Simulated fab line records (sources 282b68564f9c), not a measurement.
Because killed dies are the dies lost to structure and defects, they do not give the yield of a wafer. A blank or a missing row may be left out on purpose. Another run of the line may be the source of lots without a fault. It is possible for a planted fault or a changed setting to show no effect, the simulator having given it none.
One fault seen from 2 desks | flow ritCmos | every desk sees just its own numbers, and what lay behind them comes last

DESK OF THE TOOL OWNER: furnace-04
The tool's own readings at RIT_GATE_OXIDATION_05 (target thk 3 nm, ox time 270 s): means of the sampled wafers that have a number, for each lot that ran on this tool. A lot is out of limits, marked OUT, if its mean lies more than 4 standard deviations from the usual mean; the brackets give that distance.
Columns: A = tubeCenterTempC at RIT_GATE_OXIDATION_05, usual 900.01 C
lot  | first seen here | A
L422 | day 3 03:37     | 900.04
L428 | day 4 10:26     | 900.12
L430 | day 4 20:38     | 900.03
L431 | day 5 01:13     | 900.05
L434 | day 5 16:26     | 900.04
L436 | day 6 00:09     | 900.05
L438 | day 6 10:11     | 900.05
This desk's finding: nothing out of limits on any of the 7 lots.

METROLOGY DESK
Means of the sampled wafers that have a number, per lot and without regard to the tool the lot ran on: this is what the gauges read. A lot is out of limits, marked OUT, if its mean lies more than 4 standard deviations from the usual mean; the brackets give that distance.
Columns: A = GATE_OXIDE_THK at RIT_GATE_THK_MEAS_07, usual 3.02 nm
lot  | first seen here | A
L419 | day 2 12:31     | 3.17
L420 | day 2 19:38     | 3.06
L422 | day 3 04:56     | 2.85
L424 | day 3 15:39     | 3.01
L425 | day 3 20:37     | 3.04
L426 | day 4 07:36     | 3.02
L427 | day 4 09:31     | 2.99
L428 | day 4 11:45     | 2.94
L429 | day 4 17:58     | 3.06
L430 | day 4 23:17     | 2.97
L431 | day 5 02:32     | 3.08
L433 | day 5 11:58     | 3.04
L434 | day 5 19:04     | 4.97 (+26) OUT
L436 | day 6 03:16     | 4.83 (+24) OUT
L438 | day 6 15:03     | 4.86 (+25) OUT
This desk's finding: out of limits on L434, L436, L438; first on L434, day 5 19:04 (GATE_OXIDE_THK at RIT_GATE_THK_MEAS_07). Within limits: L419, L420, L422, L424, L425, L426, L427, L428, L429, L430, L431, L433.

BROUGHT TOGETHER
The metrology desk could have raised an alarm at day 5 19:04, on L434, L436, L438.
Nothing out of limits was seen by the tool owner's desk.
The tool owner's desk has L434, L436, L438 on record, within its limits.
RIT_GATE_OXIDATION_05 was run on furnace-04 by each of the lots named.

WHAT THE SIMULATOR HAD INSERTED
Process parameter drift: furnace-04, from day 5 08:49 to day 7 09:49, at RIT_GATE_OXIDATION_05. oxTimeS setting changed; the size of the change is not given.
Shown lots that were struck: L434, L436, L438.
Time in hours between the start of the fault and the first out-of-limits reading at each desk: metrology desk, 10.
